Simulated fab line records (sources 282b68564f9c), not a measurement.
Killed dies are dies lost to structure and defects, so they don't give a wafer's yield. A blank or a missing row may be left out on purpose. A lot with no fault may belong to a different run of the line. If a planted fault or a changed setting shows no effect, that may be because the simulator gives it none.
Which tool was responsible? ; flow rit cmos ; Sampling: 13 lots, 39 wafers, 2 of 202 route steps

## WHAT THE GAUGES SHOWED, per wafer
No reading from a measuring or inspecting step in the record can be judged against a usual standard deviation.

## WHAT TOOL EACH LOT RAN ON (gives the tool, then ch and the chambers of the sampled wafers, and finally the start)
lot;RIT_NRETRO_EXPOSE_03;RIT_M1_PROBE_99
L137;iline stepper-02 ch 0, day 2 06:43;prober-02, day 3 17:08
L139;iline stepper-02 ch 0, day 2 15:08;-
L141;iline stepper-01 ch 0, day 3 09:04;-
L142;iline stepper-01 ch 0, day 3 14:08;-
L144;iline stepper-02 ch 0, day 4 01:07;-
L145;iline stepper-02 ch 0, day 4 02:37;-
L146;iline stepper-02 ch 0, day 4 07:41;prober-02, day 5 13:13
L150;iline stepper-02 ch 0, day 4 23:51;-
L156;iline stepper-02 ch 0, day 6 07:25;prober-01, day 7 19:05
L157;iline stepper-02 ch 0, day 6 11:11;prober-02, day 7 20:35
L158;iline stepper-02 ch 0, day 6 15:23;prober-01, day 7 22:08
L159;iline stepper-02 ch 0, day 6 20:07;-
L160;iline stepper-02 ch 0, day 7 01:44;-
- RIT_NRETRO_EXPOSE_03: exposes mask M4, target cd 43900 nm.
- RIT_M1_PROBE_99

## WHAT THE TOOLS THEMSELVES READ (means of the sampled wafers that have a number; where no wafer has one, the mark that the record gives instead)
RIT_M1_PROBE_99. Usual: killed at front end 6.8, standard deviation 3; killed dies 6.9, standard deviation 3; killed open 3.3, standard deviation 1.9; killed short 3.6, standard deviation 1.9.
lot;tool;killed at front end;killed dies;killed open;killed short;flag
L137;prober-02;2.7;2.7;1.3;1.3;
L146;prober-02;6.3;6.3;2.7;3.7;
L156;prober-01;5.3;5.3;1.0;4.3;
L157;prober-02;4.7;4.7;2.3;2.3;
L158;prober-01;5.7;5.7;2.3;3.3;

## THE ANSWER, worked out from the rows above alone
Rule: take the mean of a lot's wafers that have a number; if it is more than 3 standard deviations from the usual mean, the lot is off. Also off: a lot with no number at a reading for which 4 or more lots have one. Where the step has rows for the other lots, those lots are counted as sound. After the gauges, taken in route order, come the tools' own readings; for these a lot's mean is taken, as printed above. The first step at which some lot is off is used, and at that step the reading that is off furthest; a lot without a number counts as furthest.
Across all readings shown, no lot is off: no conclusion can be drawn from this.

## WHAT HAD BEEN PUT IN BY THE SIMULATOR
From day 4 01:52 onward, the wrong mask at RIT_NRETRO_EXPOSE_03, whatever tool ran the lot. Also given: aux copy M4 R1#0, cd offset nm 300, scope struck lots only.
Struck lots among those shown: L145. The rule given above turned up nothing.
